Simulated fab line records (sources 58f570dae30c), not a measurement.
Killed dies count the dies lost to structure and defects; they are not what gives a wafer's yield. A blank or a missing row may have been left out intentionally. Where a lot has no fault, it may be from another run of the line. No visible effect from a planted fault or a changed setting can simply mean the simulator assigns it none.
fab line records    flow berkeley-cmos170
record: lots: 5  wafers: 15  last-day: 14
route steps=331 shown START@2 ZERO@6 NWELL@14
lots that met no fault: taken from a fault-free run of the same line
start-h: start of the lot's first displayed wafer, in hours after the record's first day    wait-h: hours elapsed since this lot's preceding step    " as in the row above    L1.1+2: several wafers, shown together as one row    - no value present, or no start provided    * or withheld: withheld    < > ~ a bound
route shown NAME@n: names a module that has steps shown in the file, with the first one's number in the route    usual: the fault-free wafers' mean and standard deviation    same: alike in all rows    chamber/n: place in a boat    sites: the reading at each site    _std_site: standard deviation across them    _edge_site: inner sites' mean taken away from outer sites' mean    radius-mm: for every site, how far away it sits from the centre of the wafer    mask NAME#n: copy n    behind: the last tool/chamber to shape the wafer    hold: what put the lot on hold/how long, in hours/how the hold closed    device: transistor that didn't switch, given as n, p or np    end of line: tests of these same wafers at the route's end    a step without rows: its recipe alone    killed: dies that structure and defects cost at the first sort, which is not the same as the wafer's yield    map: per-die view of a wafer (x killed, . not killed, _ where there is no die)
set.NAME: setting as actually run; set.NAME@STEP: the setting as run at that earlier step    model.NAME: the simulator's own value behind a step, which no gauge read
lots at some steps of the route; a table a step, a row a wafer
services: from which hour (start-h, from the record's first day; less than 0 if before it) a tool's chamber was out of use, for how many hours, and why
== steps ==
step: UCB170_START_CLEAN_01
recipe: chemistry: dHF  dilution: 25:1  time-s: 60
lot.wafer   tool          chamber  start-h  wait-h
L078.1+3+4  wet-bench-02  3        30.12    0.1
L084.2+4+5  wet-bench-01  2        60.12    0.1
L090.2+3+5  wet-bench-02  3        90.20    0.2
L093.3+4+6  wet-bench-02  3        105.15   0.1
L097.3+4+6  wet-bench-04  3        125.12   0.1
step: UCB170_START_OXIDATION_02
recipe: temp-c: 950  ambient: O2  target-thk-a: 200  ox-time-s: 1800
usual: tube-center-temp-C: 950.01/0.091  zone-power-source-pct: 32.7/1.9
lot.wafer  tool        chamber  start-h  wait-h  tube-center-temp-C  zone-power-source-pct
L078.1     furnace-01  0        30.15    0.0     950.06              33.9
L078.3     "           0        "        "       949.97              33.7
L078.4     "           0        "        "       949.99              34.2
L084.2     furnace-01  0        66.49    6.3     949.92              34.1
L084.4     "           0        "        "       949.94              34.3
L084.5     "           0        "        "       949.94              34.1
L090.2     furnace-01  0        96.17    5.9     949.89              34.0
L090.3     "           0        "        "       950.19              34.3
L090.5     "           0        "        "       950.05              34.5
L093.3     furnace-04  0        109.38   4.2     950.05              31.6
L093.4     "           0        "        "       950.03              31.0
L093.6     "           0        "        "       950.15              31.4
L097.3     furnace-04  0        129.66   4.5     950.06              31.2
L097.4     "           0        "        "       949.87              31.6
L097.6     "           0        "        "       950                 31.4
step: UCB170_START_THK_MEAS_03
recipe: reads: SiO2_of_START_OXIDATION_02
usual: START_OXIDE_THK: 20.1/0.36
lot.wafer  tool           chamber  start-h  wait-h  START_OXIDE_THK[nm]
L078.1     film-metro-01  -        31.65    0.0     20.1
L078.3     "              -        "        "       19.7
L078.4     "              -        "        "       20.0
L084.2     film-metro-01  -        68.00    0.0     19.4
L084.4     "              -        "        "       19.8
L084.5     "              -        "        "       19.8
L090.2     film-metro-02  -        97.68    0.0     19.4
L090.3     "              -        "        "       19.4
L090.5     "              -        "        "       19.8
L093.3     film-metro-01  -        110.90   0.0     19.7
L093.4     "              -        "        "       19.6
L093.6     "              -        "        "       19.8
L097.3     film-metro-01  -        131.18   0.0     20.8
L097.4     "              -        "        "       20.4
L097.6     "              -        "        "       20.5
step: UCB170_START_ANNEAL_04
recipe: temp-c: 950  time-s: 1200  ambient: N2
usual: tube-center-temp-C: 950.01/0.084  zone-power-source-pct: 31.1/1.5
lot.wafer  tool        chamber  start-h  wait-h  tube-center-temp-C  zone-power-source-pct
L078.1     furnace-04  0        36.41    4.7     950.05              31.3
L078.3     "           0        "        "       950.15              30.7
L078.4     "           0        "        "       949.97              31.0
L084.2     furnace-02  0        74.68    6.7     950.01              29.8
L084.4     "           0        "        "       949.89              29.9
L084.5     "           0        "        "       950.04              29.8
L090.2     furnace-02  0        101.57   3.9     949.94              30.3
L090.3     "           0        "        "       950.02              30.6
L090.5     "           0        "        "       950.13              30.8
L093.3     furnace-01  0        115.28   4.4     949.96              34.1
L093.4     "           0        "        "       949.9               33.7
L093.6     "           0        "        "       950.19              34.3
L097.3     furnace-04  0        139.63   8.4     950.16              30.8
L097.4     "           0        "        "       949.93              30.7
L097.6     "           0        "        "       950.08              31.3
step: UCB170_ZERO_HMDS_00
recipe: prime-time-s: 60  prime-temp-c: 100
lot.wafer   tool            chamber  start-h  wait-h
L078.1+3+4  litho-track-04  0        38.08    0.3
L084.2+4+5  litho-track-01  0        76.04    0.0
L090.2+3+5  litho-track-04  0        103.14   0.2
L093.3+4+6  litho-track-01  0        116.67   0.1
L097.3+4+6  litho-track-04  0        141.01   0.1
step: UCB170_ZERO_COAT_01
recipe: resist: KrF  spin-rpm: 1500  resist-thk-nm: 900
lot.wafer   tool            chamber  start-h  wait-h
L078.1+3+4  litho-track-04  0        38.23    0.1
L084.2+4+5  litho-track-01  0        76.19    0.1
L090.2+3+5  litho-track-04  0        103.29   0.1
L093.3+4+6  litho-track-01  0        116.82   0.1
L097.3+4+6  litho-track-04  0        141.16   0.1
step: UCB170_ZERO_SOFTBAKE_02
recipe: resist: KrF  temp-c: 130  time-s: 60
lot.wafer   tool            chamber  start-h  wait-h
L078.1+3+4  litho-track-04  0        38.38    0.1
L084.2+4+5  litho-track-01  0        76.34    0.1
L090.2+3+5  litho-track-04  0        103.44   0.1
L093.3+4+6  litho-track-01  0        116.97   0.1
L097.3+4+6  litho-track-04  0        141.31   0.1
step: UCB170_ZERO_EXPOSE_03
recipe: mask-id: PM_MARKS  na: 0.5  sigma-outer: 0.6  source-shape: conventional  target-cd-nm: 4000  dose-mj: 30
usual: exposure-dose-mJ-cm2: 30.001/0.027  reticle-temp-C: 22.98/0.11
lot.wafer  tool            chamber  start-h  wait-h  mask        exposure-dose-mJ-cm2  reticle-temp-C
L078.1     krf-scanner-02  0        38.75    0.4     PM_MARKS#0  29.989                22.85
L078.3     "               0        "        "       PM_MARKS#0  29.970                22.82
L078.4     "               0        "        "       PM_MARKS#0  30.036                22.76
L084.2     krf-scanner-01  0        76.61    0.2     PM_MARKS#0  30.016                23.17
L084.4     "               0        "        "       PM_MARKS#0  30.031                22.80
L084.5     "               0        "        "       PM_MARKS#0  30.014                22.83
L090.2     krf-scanner-02  0        103.81   0.3     PM_MARKS#0  29.987                23.16
L090.3     "               0        "        "       PM_MARKS#0  29.984                22.92
L090.5     "               0        "        "       PM_MARKS#0  30.019                23.01
L093.3     krf-scanner-02  0        117.32   0.3     PM_MARKS#0  30.024                22.99
L093.4     "               0        "        "       PM_MARKS#0  30.018                22.88
L093.6     "               0        "        "       PM_MARKS#0  29.978                22.95
L097.3     krf-scanner-02  0        141.45   0.1     PM_MARKS#0  29.994                22.96
L097.4     "               0        "        "       PM_MARKS#0  29.976                22.97
L097.6     "               0        "        "       PM_MARKS#0  30.000                22.84
step: UCB170_ZERO_PEB_04
recipe: peb-temp-c: 130  peb-time-s: withheld  resist: KrF
lot.wafer   tool            chamber  start-h  wait-h
L078.1+3+4  litho-track-04  0        38.90    0.1
L084.2+4+5  litho-track-04  0        76.73    0.1
L090.2+3+5  litho-track-04  0        104.04   0.2
L093.3+4+6  litho-track-04  0        117.60   0.3
L097.3+4+6  litho-track-02  0        141.75   0.3
step: UCB170_ZERO_DEVELOP_05
recipe: developer: TMAH  develop-time-s: 45  resist: KrF  dev-temp-c: 21
lot.wafer   tool            chamber  start-h  wait-h
L078.1+3+4  litho-track-04  0        -        -
L084.2+4+5  litho-track-04  0        -        -
L090.2+3+5  litho-track-04  0        -        -
L093.3+4+6  litho-track-04  0        -        -
L097.3+4+6  litho-track-02  0        -        -
step: UCB170_ZERO_ETCH_06
recipe: chemistry: CHF3/CF4/Ar  target: SiO2  time-s: 12  pressure-mtorr: 100  rf-w: 500  CHF3_flow_sccm: 50  cf4-flow-sccm: 10  Ar_flow_sccm: 120  over-etch-frac: 1.58
usual: drypump-motor-current-A: 5.8/0.54  oes-product-au: 0.618/0.0072  throttle-valve-pct: 9.27/0.11
lot.wafer  tool         chamber  start-h  wait-h  drypump-motor-current-A  oes-product-au  rf-hours-counter-h  throttle-valve-pct
L078.1     rie-diel-03  2        39.18    -       4.8                      0.615           25                  9.50
L078.3     "            0        "        "       6.7                      0.618           166                 9.35
L078.4     "            1        "        "       5.2                      0.619           150                 9.29
L084.2     rie-diel-02  2        76.98    -       6.3                      0.610           41                  9.22
L084.4     "            1        "        "       6.0                      0.609           13                  9.33
L084.5     "            3        "        "       5.3                      0.615           -                   9.23
L090.2     rie-diel-02  1        104.29   -       6.0                      0.609           14                  9.34
L090.3     "            0        "        "       5.6                      0.615           129                 9.21
L090.5     "            3        "        "       5.3                      0.620           -                   9.23
L093.3     rie-diel-03  2        117.83   -       4.8                      0.615           29                  9.51
L093.4     "            2        "        "       4.8                      0.615           -                   9.50
L093.6     "            3        "        "       5.8                      0.621           -                   9.25
L097.3     rie-diel-03  3        141.97   -       5.8                      0.627           47                  9.25
L097.4     "            0        "        "       6.7                      0.624           1                   9.32
L097.6     "            1        "        "       5.2                      0.629           -                   9.28
step: UCB170_ZERO_STRIP_07
recipe: chemistry: O2  power-w: 400  pressure-mtorr: 3500  platen-temp-c: withheld  o2-flow-sccm: 400  overash-fraction: 0.5
usual: drypump-motor-current-A: 5.5/0.38  oes-product-au: 0.728/0.0046  strip-time-to-endpoint-s: 21.48/0.065
lot.wafer  tool             chamber  start-h  wait-h  drypump-motor-current-A  oes-product-au  rf-hours-counter-h  strip-time-to-endpoint-s
L078.1     plasma-asher-04  1        39.20    0.0     5.7                      0.732           25                  21.41
L078.3     "                1        "        "       5.6                      0.729           -                   21.51
L078.4     "                0        "        "       5.4                      0.714           -                   21.45
L084.2     plasma-asher-04  1        77.00    0.0     5.6                      0.731           29                  21.44
L084.4     "                1        "        "       5.7                      0.726           -                   21.53
L084.5     "                1        "        "       5.6                      0.723           -                   21.51
L090.2     plasma-asher-04  1        104.31   0.0     5.7                      0.725           31                  21.43
L090.3     "                0        "        "       5.4                      0.731           -                   21.35
L090.5     "                1        "        "       5.7                      0.728           -                   21.39
L093.3     plasma-asher-03  0        117.88   0.0     6.1                      0.728           -                   21.62
L093.4     "                1        "        "       4.9                      0.726           -                   21.55
L093.6     "                1        "        "       4.9                      0.735           -                   21.59
L097.3     plasma-asher-02  0        142.03   0.0     5.0                      0.725           -                   21.45
L097.4     "                1        "        "       5.9                      0.721           -                   21.46
L097.6     "                1        "        "       5.9                      0.726           -                   21.46
step: UCB170_NWELL_WET_ETCH_00
recipe: chemistry: dHF  dilution: 25:1  target: SiO2  temp-c: 25  time-s: 200
usual: bath-heat-duty-pct: 6.6/0.73
lot.wafer  tool          chamber  start-h  wait-h  bath-heat-duty-pct
L078.1     wet-bench-03  2        39.30    0.1     6.1
L078.3     "             2        "        "       6.9
L078.4     "             2        "        "       6.4
L084.2     wet-bench-04  0        77.10    0.1     6.8
L084.4     "             0        "        "       7.4
L084.5     "             0        "        "       8.3
L090.2     wet-bench-03  2        104.64   0.3     6.7
L090.3     "             2        "        "       6.5
L090.5     "             2        "        "       5.7
L093.3     wet-bench-01  3        118.27   0.3     7.5
L093.4     "             3        "        "       7.2
L093.6     "             3        "        "       7.4
L097.3     wet-bench-04  1        142.09   0.0     5.3
L097.4     "             1        "        "       5.0
L097.6     "             1        "        "       5.9
step: UCB170_NWELL_OXIDATION_01
recipe: temp-c: 1000  ambient: O2  target-thk-a: 264  ox-time-s: 1260
usual: tube-center-temp-C: 1000/0.1  zone-power-source-pct: 35.0/1.6
lot.wafer  tool        chamber  start-h  wait-h  tube-center-temp-C  zone-power-source-pct
L078.1     furnace-02  0        44.08    4.7     1000.1              34.0
L078.3     "           0        "        "       1000                34.1
L078.4     "           0        "        "       1000.1              34.3
L084.2     furnace-02  0        81.35    4.2     1000.1              33.4
L084.4     "           0        "        "       999.93              33.9
L084.5     "           0        "        "       999.98              34.2
L090.2     furnace-04  0        108.03   3.3     999.99              34.8
L090.3     "           0        "        "       1000                34.8
L090.5     "           0        "        "       1000                34.8
L093.3     furnace-02  0        121.62   3.3     999.95              33.5
L093.4     "           0        "        "       1000                34.1
L093.6     "           0        "        "       999.99              33.6
L097.3     furnace-01  0        149.52   7.4     999.93              38.4
L097.4     "           0        "        "       1000.1              38.6
L097.6     "           0        "        "       1000                38.5
step: UCB170_NWELL_THK_MEAS_02
recipe: reads: SiO2_of_NWELL_OXIDATION_01
usual: NWELL_OXIDE_THK: 26.5/0.47
lot.wafer  tool           chamber  start-h  wait-h  NWELL_OXIDE_THK[nm]
L078.1     film-metro-01  -        45.43    0.0     25.8
L078.3     "              -        "        "       26.0
L078.4     "              -        "        "       26.1
L084.2     film-metro-02  -        82.71    0.0     27.3
L084.4     "              -        "        "       27.0
L084.5     "              -        "        "       26.9
L090.2     film-metro-03  -        109.39   0.0     26.9
L090.3     "              -        "        "       27.2
L090.5     "              -        "        "       26.9
L093.3     film-metro-03  -        122.99   0.0     26.1
L093.4     "              -        "        "       26.4
L093.6     "              -        "        "       26.5
L097.3     film-metro-02  -        150.89   0.0     26.2
L097.4     "              -        "        "       26.3
L097.6     "              -        "        "       25.5
step: UCB170_NWELL_ANNEAL_03
recipe: temp-c: 1000  time-s: 900  ambient: N2
usual: tube-center-temp-C: 1000/0.096  zone-power-source-pct: 35.1/1.6
lot.wafer  tool        chamber  start-h  wait-h  tube-center-temp-C  zone-power-source-pct
L078.1     furnace-01  0        51.32    5.9     999.99              38.4
L078.3     "           0        "        "       1000                38.8
L078.4     "           0        "        "       999.99              38.3
L084.2     furnace-01  0        87.50    4.8     999.93              38.8
L084.4     "           0        "        "       1000                38.3
L084.5     "           0        "        "       1000.1              38.2
L090.2     furnace-04  0        113.88   4.5     999.94              35.4
L090.3     "           0        "        "       1000                34.5
L090.5     "           0        "        "       1000                35.2
L093.3     furnace-02  0        127.22   4.2     1000.1              33.8
L093.4     "           0        "        "       999.89              33.9
L093.6     "           0        "        "       999.91              33.5
L097.3     furnace-04  0        157.16   6.3     1000.1              34.7
L097.4     "           0        "        "       1000.2              34.7
L097.6     "           0        "        "       1000.2              34.7
step: UCB170_NWELL_CVD_04
recipe: material: Si3N4  target-thk-nm: 224  temp-c: 800  precursor: SiH2Cl2/NH3  time-s: 3360  pressure-mtorr: 200  sih2cl2-flow-sccm: 25  nh3-flow-sccm: 75
usual: zone-power-source-pct: 20.3/1.5
lot.wafer  tool      chamber  start-h  wait-h  zone-power-source-pct
L078.1     lpcvd-02  0        52.57    0.0     19.4
L078.3     "         0        "        "       19.4
L078.4     "         0        "        "       19.2
L084.2     lpcvd-01  0        89.40    0.7     22.3
L084.4     "         0        "        "       22.3
L084.5     "         0        "        "       21.6
L090.2     lpcvd-02  1        115.13   0.0     20.9
L090.3     "         1        "        "       21.1
L090.5     "         1        "        "       21.3
L093.3     lpcvd-02  0        128.47   0.0     19.1
L093.4     "         0        "        "       19.1
L093.6     "         0        "        "       19.5
L097.3     lpcvd-02  0        158.60   0.2     19.3
L097.4     "         0        "        "       19.6
L097.6     "         0        "        "       19.2
step: UCB170_NWELL_THK_MEAS_05
recipe: reads: Si3N4_of_NWELL_CVD_04
usual: NWELL_NITRIDE_THK: 225.4/2.6
lot.wafer  tool           chamber  start-h  wait-h  NWELL_NITRIDE_THK[nm]
L078.1     film-metro-03  -        54.50    0.0     225.9
L078.3     "              -        "        "       227.0
L078.4     "              -        "        "       226.2
L084.2     film-metro-01  -        91.34    0.0     223.5
L084.4     "              -        "        "       222.0
L084.5     "              -        "        "       222.1
L090.2     film-metro-01  -        117.07   0.0     226.7
L090.3     "              -        "        "       227.2
L090.5     "              -        "        "       226.5
L093.3     film-metro-03  -        130.42   0.0     226.0
L093.4     "              -        "        "       226.7
L093.6     "              -        "        "       228.0
L097.3     film-metro-03  -        160.55   0.0     226.0
L097.4     "              -        "        "       226.7
L097.6     "              -        "        "       226.2
step: UCB170_NWELL_HMDS_06
recipe: prime-time-s: 60  prime-temp-c: 100
lot.wafer   tool            chamber  start-h  wait-h
L078.1+3+4  litho-track-03  0        55.06    0.5
L084.2+4+5  litho-track-01  0        91.42    0.1
L090.2+3+5  litho-track-03  0        117.35   0.3
L093.3+4+6  litho-track-03  0        130.55   0.1
L097.3+4+6  litho-track-02  0        160.64   0.1
step: UCB170_NWELL_COAT_07
recipe: resist: KrF  spin-rpm: 1500  resist-thk-nm: 900
lot.wafer   tool            chamber  start-h  wait-h
L078.1+3+4  litho-track-03  0        55.21    0.1
L084.2+4+5  litho-track-01  0        91.57    0.1
L090.2+3+5  litho-track-03  0        117.50   0.1
L093.3+4+6  litho-track-03  0        130.70   0.1
L097.3+4+6  litho-track-02  0        160.79   0.1
== services ==
tool             chamber  start-h  hours  kind
lpcvd-01         -        7.56     2.8    pm
krf-scanner-02   -        12.44    3.9    repair
krf-scanner-02   -        19.21    1.0    pm
krf-scanner-01   -        22.63    1.0    pm
rie-diel-03      3        28.05    5.7    repair
krf-scanner-01   -        31.06    0.2    repair
rie-diel-02      1        42.80    3.1    repair
furnace-01       -        44.75    4.0    pm
krf-scanner-02   -        49.18    0.8    pm
furnace-02       -        62.98    3.0    pm
furnace-01       -        69.65    3.1    pm
krf-scanner-02   -        74.89    0.8    pm
krf-scanner-02   0        85.98    -      calibration
krf-scanner-01   -        96.94    8.1    repair
rie-diel-03      0        103.39   17.9   repair
plasma-asher-02  -        108.75   9.0    pm
krf-scanner-01   -        110.76   1.0    repair
krf-scanner-01   -        115.30   1.3    pm
wet-bench-02     -        128.65   1.9    pm
furnace-04       -        131.16   3.2    pm
rie-diel-02      1        144.67   2.2    repair
furnace-01       -        153.47   2.2    pm
rie-diel-02      1        158.40   6.3    repair
krf-scanner-01   -        160.36   0.8    pm
== key ==
fault none
